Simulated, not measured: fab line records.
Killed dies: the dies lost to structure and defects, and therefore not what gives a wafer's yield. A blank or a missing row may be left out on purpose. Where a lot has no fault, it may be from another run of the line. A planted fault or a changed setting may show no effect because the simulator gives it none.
Split-lot trial -- flow berkeley cmos170 -- route with 331 steps; 5 lots, 23 wafers read

== THE SPLIT ITSELF ==
At UCB170_M3_COAT_10 (resist thk 900 nm), the setting resist thk nm was moved away from the recipe's 900 nm on 9 of the 23 wafers read, by -3.3% to +4.3%. This setting was run at the recipe's value on the other wafers.

The reading is taken at the split's own step.

== THE READING ==
KrF_of_M3_COAT_10.thk nm (the simulator's own value, which no gauge read), in nm, at UCB170_M3_COAT_10 (resist thk 900 nm). There is no usual value for it anywhere in the file. The 14 wafers here that ran the recipe average 900.6 nm, standard deviation 2.1 nm.

wafer,"tool, chamber at the split","resist thk nm as run, nm",against the recipe,"KrF_of_M3_COAT_10.thk nm, nm",against lot-mates on the recipe
L074.1,"litho track-02, 0",873.1,-3.0%,870.5,-27.4
L074.2,"litho track-02, 0",900,recipe,897.2,-
L074.4,"litho track-02, 0",873.1,-3.0%,872.2,-25.7
L074.5,"litho track-02, 0",873.1,-3.0%,875.7,-22.2
L074.6,"litho track-02, 0",900,recipe,898.6,-
L076.1,"litho track-02, 0",870.7,-3.3%,869.3,-30.5
L076.2,"litho track-02, 0",900,recipe,897.8,-
L076.3,"litho track-02, 0",900,recipe,901.7,-
L076.4,"litho track-02, 0",870.7,-3.3%,869.4,-30.4
L076.6,"litho track-02, 0",870.7,-3.3%,870,-29.8
L075.4,"litho track-04, 0",900,recipe,899.9,-
L075.5,"litho track-04, 0",900,recipe,901.8,-
L075.6,"litho track-04, 0",900,recipe,902.2,-
L077.2,"litho track-03, 0",938.6,+4.3%,939.9,+36.9
L077.3,"litho track-03, 0",938.6,+4.3%,940.9,+37.9
L077.4,"litho track-03, 0",900,recipe,903.1,-
L077.5,"litho track-03, 0",900,recipe,902.9,-
L077.6,"litho track-03, 0",938.6,+4.3%,942.1,+39.1
L084.1,"litho track-03, 0",900,recipe,899.9,-
L084.2,"litho track-03, 0",900,recipe,897.5,-
L084.3,"litho track-03, 0",900,recipe,904.1,-
L084.4,"litho track-03, 0",900,recipe,901.5,-
L084.6,"litho track-03, 0",900,recipe,900.2,-

THE FIT
A straight line over all 23 wafers: KrF_of_M3_COAT_10.thk nm changes by +9.42 nm for each +1% of resist thk nm; r = +1.00; the points scatter about the line by 2 nm.
The same after taking each lot's own level away (the mean of its wafers on the recipe; 23 wafers): +8.86 nm for each +1%; r = +1.00; scatter 1.7 nm.
According to that fit, moving resist thk nm by its largest amount changes the reading by 38 nm.
The lots' own levels span 897.90 to 903.00 nm, that is 2.4 times the standard deviation above.
Consequently the slope shifts little with the lot-to-lot level, the two slopes agreeing.
Check: for one of the wafers moved furthest among these (+4.3%), held out of the fit, the line's prediction against its lot-mates is +38.3 nm. It came out at +36.9 nm against them.

== THE FILE'S OWN FIT ==
KrF_of_M3_COAT_10.thk nm changes by +8.87 nm for each +1% of resist thk nm, r = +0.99.
